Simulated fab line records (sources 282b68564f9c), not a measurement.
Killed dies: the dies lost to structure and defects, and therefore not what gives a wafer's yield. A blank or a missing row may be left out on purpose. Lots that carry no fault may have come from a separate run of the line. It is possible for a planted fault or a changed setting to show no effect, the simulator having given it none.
Comparing a struck lot with a sound one | flow rit_cmos | 16 steps out of a route of 202
Sound: wafers L300.2, L300.5, L300.6. Struck: wafers L306.2, L306.3, L306.5. At the end, the cause is stated.
At each step with rows: each side's tool, then ch and its chambers, then its first start. Under that, the readings that differ: sound wafers | struck wafers | difference of the means | sigmas: that difference in standard deviations of wafers without a fault.
alike: words and numbers the same on both sides, and readings whose means are apart by under 2 such deviations; not compared: readings that were withheld, readings missing a value for some wafer, numbers with overlapping values and no deviation given by the record, and bounds like >300 which may hide the same value.
The two part at a step that has a row with sigmas, a row that says differs or no value, or rows on one side only. Numbers that don't overlap but have no deviation are shown without sigmas and don't part them. A reading that every wafer of one side lacks parts them only if that side has two wafers or more.

first, 4 steps without rows for these wafers: RIT_ACTIVE_SOFTBAKE_07 (time 60 s); RIT_ACTIVE_EXPOSE_08 (exposes mask M1, target cd 1400 nm); RIT_ACTIVE_PEB_09; RIT_ACTIVE_DEVELOP_10 (develop time 50 s).
RIT_ACTIVE_CD_MEAS_11: target cd 1400 nm.
  sound on cd_sem-02, day 2 05:35; struck on cd_sem-01, day 3 13:11
  alike: cd_nm
then, 1 step without rows for these wafers: RIT_ACTIVE_HARDBAKE_12 (time 60 s).
RIT_ACTIVE_ETCH_13: etches Si3N4 in SF6, stops on SiO2, time 210 s, target depth 210 nm.
  sound on rie_diel-01 ch 1,2,3, day 2 05:50; struck on rie_diel-03 ch 0,1, day 3 13:26
  alike: drypump_motor_current_A, oes_product_au, throttle_valve_pct
  not compared: rf_hours_counter_h
RIT_ACTIVE_STRIP_14: strips in O2, time 180 s.
  sound on plasma_asher-02 ch 0,1, day 2 05:58; struck on plasma_asher-03 ch 0,1, day 3 13:35
  alike: drypump_motor_current_A
  not compared: rf_hours_counter_h
RIT_ACTIVE_CD_MEAS_90: target cd 1400 nm.
  sound on cd_sem-02, day 2 06:10; struck on cd_sem-01, day 3 13:46
  alike: cd_nm
then, 3 steps without rows for these wafers: RIT_ACTIVE_CLEAN_15 (cleans in SC1, time 600 s); RIT_ACTIVE_CLEAN_16 (cleans in dHF, time 30 s); RIT_ACTIVE_CLEAN_17 (cleans in SC2, time 600 s).
RIT_FOX1_OXIDATION_00: target thk 350.7 nm, ox time 1130 s.
  sound on furnace-03 ch 0, day 2 07:38; struck on furnace-01 ch 0, day 3 16:41
  reading                                     | sound                | struck               | difference | sigmas
  spike_tc_centre_C (C)                       | 1103.3 1103.6 1102.5 | 1087.8 1086.6 1086.3 | -16.2      | -12
  spike_tc_load_C (C)                         | 1128 1127 1125       | 1109 1109 1108       | -18        | -5
  spike_tc_source_C (C)                       | 1122.1 1123.5 1122.9 | 1114.4 1111.3 1112.6 | -10.1      | -4
  tube_center_temp_C (C)                      | 1100 1100 1099.9     | 1085.6 1085.6 1085.8 | -14.3      | -99 or more
  tube_center_temp_C_max                      | 1102.9 1102.9 1102.6 | 1088.1 1088.5 1088.9 | -14.3      | -31
  zone_power_load_pct (%)                     | 43.2 43.6 43.4       | 41.4 41.6 41.2       | -2.0       | -4
  model.SiO2_of_FOX1_OXIDATION_00.thk_nm (nm) | 357.2 354.1 356.6    | 321.8 335.5 329.6    | -27.0      |
RIT_FOX1_THK_MEAS_01:
  sound on film_metro-04, day 2 08:57; struck on film_metro-03, day 3 18:01
  reading             | sound       | struck      | difference | sigmas
  FOX1_OXIDE_THK (nm) | 357 354 357 | 322 335 330 | -27        | -5
then, 1 step without rows for these wafers: RIT_FOX1_WET_ETCH_02 (etches SiO2 in BOE, target depth 350 nm, time 390 s).
RIT_M1_PROBE_99:
  sound on prober-02, day 4 01:47; struck on prober-02, day 5 15:45
  reading                             | sound          | struck         | difference | sigmas
  model.etest.pplus_sal.width_nm (nm) | 3421 3418 3435 | 3481 3464 3487 | +53        |
  model.etest.nplus_sal.width_nm (nm) | 3435 3442 3430 | 3478 3461 3478 | +37        |
  model.etest.nldd.width_nm (nm)      | 3148 3147 3156 | 3213 3174 3201 | +46        |
  model.etest.pldd.width_nm (nm)      | 3144 3154 3159 | 3225 3191 3214 | +58        |
  alike: killed_at_contacts, killed_at_front_end, killed_dies, killed_open, killed_short

## WHERE THEY PART
Last at RIT_FOX1_THK_MEAS_01 as far as this record goes, first at RIT_FOX1_OXIDATION_00. Later steps at which nothing parts them and some readings are alike: RIT_M1_PROBE_99.

WHY: the cause the simulator had injected
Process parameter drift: furnace-01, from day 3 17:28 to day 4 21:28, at RIT_FOX1_OXIDATION_00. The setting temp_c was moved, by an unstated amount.
